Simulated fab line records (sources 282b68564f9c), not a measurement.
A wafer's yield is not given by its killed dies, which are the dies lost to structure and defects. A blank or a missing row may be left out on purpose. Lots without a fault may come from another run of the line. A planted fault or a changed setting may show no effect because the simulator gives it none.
Which of the tools did it? / flow rit-cmos / 21 wafers from 7 lots sampled at 2 of the route's 202 steps

WHAT THE GAUGES READ, wafer by wafer
RIT_SDANNEAL_RS_MEAS_04: uses a four-point probe to measure.
lot=L951; measured=day 3 10:50; on=film-metro-04; PSD_RS (ohm/sq)=116.22 116.32 116.03
lot=L953; measured=day 3 17:17; on=film-metro-01; PSD_RS (ohm/sq)=115.38 115.69 115.92
lot=L955; measured=day 4 02:34; on=film-metro-03; PSD_RS (ohm/sq)=115.74 115.75 115.73
lot=L958; measured=day 4 18:14; on=film-metro-04; PSD_RS (ohm/sq)=117.83 118.44 118.29
lot=L966; measured=day 6 10:45; on=film-metro-01; PSD_RS (ohm/sq)=116.11 115.74 116.24
lot=L969; measured=day 7 01:41; on=film-metro-03; PSD_RS (ohm/sq)=115.94 115.83 116.21
lot=L973; measured=day 7 21:08; on=film-metro-01; PSD_RS (ohm/sq)=115.97 116.25 116.22

TOOL THAT RAN EACH LOT (tool first, then ch and the chambers of the sampled wafers, then the start)
lot=L951; RIT_PSD_IMPLANT_08=implanter-02 ch 0, day 3 10:01
lot=L953; RIT_PSD_IMPLANT_08=implanter-02 ch 0, day 3 16:28
lot=L955; RIT_PSD_IMPLANT_08=implanter-01 ch 0, day 4 01:46
lot=L958; RIT_PSD_IMPLANT_08=implanter-02 ch 0, day 4 17:26
lot=L966; RIT_PSD_IMPLANT_08=implanter-01 ch 0, day 6 09:56
lot=L969; RIT_PSD_IMPLANT_08=implanter-03 ch 0, day 7 00:53
lot=L973; RIT_PSD_IMPLANT_08=implanter-03 ch 0, day 7 19:58
- RIT_PSD_IMPLANT_08

THE ANSWER, worked out from the rows above alone
Rule: what is usual is taken from the lots themselves. The widest of any qualifying gaps counts: lots, ordered by their means at a reading, are off when they make up no more than a third of the lots, leave a main group of 4 or more, and stand apart from it by 3 or more times the standard deviation of that group's means. If all means in a main group match to the digits the tables above print for the reading, that group is not used. Also off: a lot with no number at a reading for which 4 or more lots have one. The other lots that the step has rows for count as sound.
Off: L958, seen at RIT_SDANNEAL_RS_MEAS_04 (PSD_RS). For the main group the mean is 115.96 ohm/sq and the standard deviation 0.2.
A tool fits if, at a process step before that reading, it ran every lot that is off, and no sound lot after the first of them. Those tools and the gauges at RIT_SDANNEAL_RS_MEAS_04 are tried in the same way. Undecided on this evidence; 2 tools fit (implanter-02 at RIT_PSD_IMPLANT_08, film-metro-04 at RIT_SDANNEAL_RS_MEAS_04).

WHAT HAD BEEN PUT IN BY THE SIMULATOR
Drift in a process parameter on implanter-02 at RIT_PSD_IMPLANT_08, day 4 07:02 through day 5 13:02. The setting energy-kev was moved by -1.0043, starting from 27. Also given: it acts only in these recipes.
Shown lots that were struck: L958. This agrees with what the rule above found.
